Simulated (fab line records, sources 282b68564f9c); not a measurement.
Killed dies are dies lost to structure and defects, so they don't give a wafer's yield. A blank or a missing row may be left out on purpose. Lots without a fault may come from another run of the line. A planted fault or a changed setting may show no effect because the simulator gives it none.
Which tool did it? | flow rit_cmos | 14 lots, 42 wafers sampled, at 4 steps of a route of 202

WHAT THE GAUGES READ, wafer by wafer
RIT_GATE_THK_MEAS_07.
lot  | measured    | on            | GATE_OXIDE_THK (nm)
L311 | day 3 08:04 | film_metro-01 | 2.96 3.09 2.99
L312 | day 3 19:41 | film_metro-04 | 2.93 3.01 2.87
L316 | day 4 11:49 | film_metro-03 | 2.95 2.97 2.88
L315 | day 4 11:50 | film_metro-04 | 2.92 2.95 2.92
L318 | day 4 18:53 | film_metro-04 | 3.06 3.11 3.08
L319 | day 4 18:53 | film_metro-01 | 3.06 3.13 3.12
L320 | day 5 14:01 | film_metro-03 | 3.06 3.08 3.06
L321 | day 5 14:01 | film_metro-04 | 2.94 2.96 3.04
L324 | day 5 19:24 | film_metro-01 | 3.01 3.01 2.91
L325 | day 6 06:46 | film_metro-01 | 2.94 2.91 2.87
L328 | day 6 15:34 | film_metro-04 | 3.08 3.04 3.05
L329 | day 6 17:41 | film_metro-04 | 3.00 3.08 3.02
L330 | day 6 22:19 | film_metro-04 | 2.98 3.02 2.97
L332 | day 7 08:13 | film_metro-03 | 3.01 3.01 2.96

RIT_PLDD_TW_MEAS_10.
lot  | measured    | on            | PLDD_TW
L311 | day 3 20:44 | film_metro-01 | 2387 2390 2390
L312 | day 4 14:34 | film_metro-01 | 2358 2376 2364
L316 | day 4 21:33 | film_metro-01 | 2369 2372 2361
L315 | day 5 00:18 | film_metro-01 | 2391 2383 2378
L318 | day 5 10:48 | film_metro-03 | 2362 2377 2390
L319 | day 5 10:57 | film_metro-02 | 2341 2346 2335
L320 | day 6 02:01 | film_metro-01 | 2381 2370 2373
L321 | day 6 02:17 | film_metro-03 | 2355 2375 2366
L324 | day 6 11:28 | film_metro-01 | 2372 2372 2385
L325 | day 6 16:41 | film_metro-03 | 2354 2362 2357
L328 | day 7 01:16 | film_metro-02 | 2348 2349 2359
L329 | day 7 05:19 | film_metro-03 | 2355 2367 2362
L330 | day 7 09:56 | film_metro-02 | 2353 2361 2360
L332 | day 7 17:31 | film_metro-02 | 2359 2357 2361

RIT_PSD_TW_MEAS_10.
lot  | measured    | on            | PSD_TW
L311 | day 4 02:14 | film_metro-01 | 3449 3468 3448
L312 | day 4 20:15 | film_metro-01 | 3464 3448 3464
L316 | day 5 04:17 | film_metro-02 | 3431 3432 3412
L315 | day 5 17:05 | film_metro-03 | 3457 3464 3422
L318 | day 5 17:40 | film_metro-02 | 3432 3417 3409
L319 | day 5 17:49 | film_metro-02 | 3424 3428 3443
L320 | day 6 07:26 | film_metro-02 | 3442 3452 3445
L321 | day 6 08:26 | film_metro-02 | 3447 3451 3443
L324 | day 6 17:08 | film_metro-01 | 3481 3455 3444
L325 | day 6 22:20 | film_metro-02 | 3463 3433 3452
L328 | day 7 06:45 | film_metro-03 | 3427 3440 3463
L329 | day 7 11:07 | film_metro-01 | 30 30 30
L330 | day 7 15:34 | film_metro-03 | 30 30 30
L332 | day 7 22:59 | film_metro-02 | 3469 3458 3456

WHICH TOOL RAN EACH LOT (tool, then ch and the chambers of the sampled wafers, then the start)
lot  | RIT_PSD_DEVELOP_05
L311 | litho_track-04 ch 0, day 4 01:00
L312 | litho_track-02 ch 0, day 4 19:00
L316 | litho_track-02 ch 0, day 5 03:00
L315 | litho_track-02 ch 0, day 5 16:00
L318 | litho_track-03 ch 0, day 5 16:00
L319 | litho_track-04 ch 0, day 5 17:00
L320 | litho_track-04 ch 0, day 6 06:00
L321 | litho_track-02 ch 0, day 6 07:00
L324 | litho_track-03 ch 0, day 6 16:00
L325 | litho_track-02 ch 0, day 6 21:00
L328 | litho_track-02 ch 0, day 7 06:00
L329 | litho_track-02 ch 0, day 7 10:00
L330 | litho_track-02 ch 0, day 7 14:00
L332 | litho_track-04 ch 0, day 7 22:00
- RIT_PSD_DEVELOP_05: develop time 50 s.

WHAT THE TOOLS THEMSELVES READ (means of the sampled wafers that have a number; where no wafer has one, the mark that the record gives instead)
The record holds no such reading with a usual standard deviation.

THE ANSWER, worked out from the rows above alone
Rule: what is usual is taken from the lots themselves. Put in order of their means at a reading, lots are off if they are a third of the lots or fewer, leave a main group of 4 or more, and stand apart from it by a gap of 3 or more times the standard deviation of the main group's means; of several such gaps the widest counts. A main group whose means are all the same, to the digits that the tables above print for the reading, isn't used. A lot without any number at a reading at which 4 lots or more have one is off too. The other lots that the step has rows for count as sound. The gauges are gone through in route order, then the tools' own readings, and for those a lot's mean is taken as printed above. The first step at which some lot is off is used, and at that step the reading that is off furthest; a lot without a number counts as furthest.
Off: L329, L330, at RIT_PSD_TW_MEAS_10 (PSD_TW). The main group: mean 3445, standard deviation 13.
A tool fits if, at a process step before that reading, it ran every lot that is off, and no sound lot after the first of them. The gauges at RIT_PSD_TW_MEAS_10 are tried like those tools. One fits: litho_track-02 at RIT_PSD_DEVELOP_05. Its last sound lot is L328 (day 7 06:00), its first lot that is off L329 (day 7 10:00): a fault that began between those two fits.

WHAT THE SIMULATOR HAD PUT IN
Process parameter drift: litho_track-02, from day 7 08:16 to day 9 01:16, at RIT_PSD_DEVELOP_05. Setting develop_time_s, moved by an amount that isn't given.
Lots struck among those shown: L329, L330. The rule above found the same.
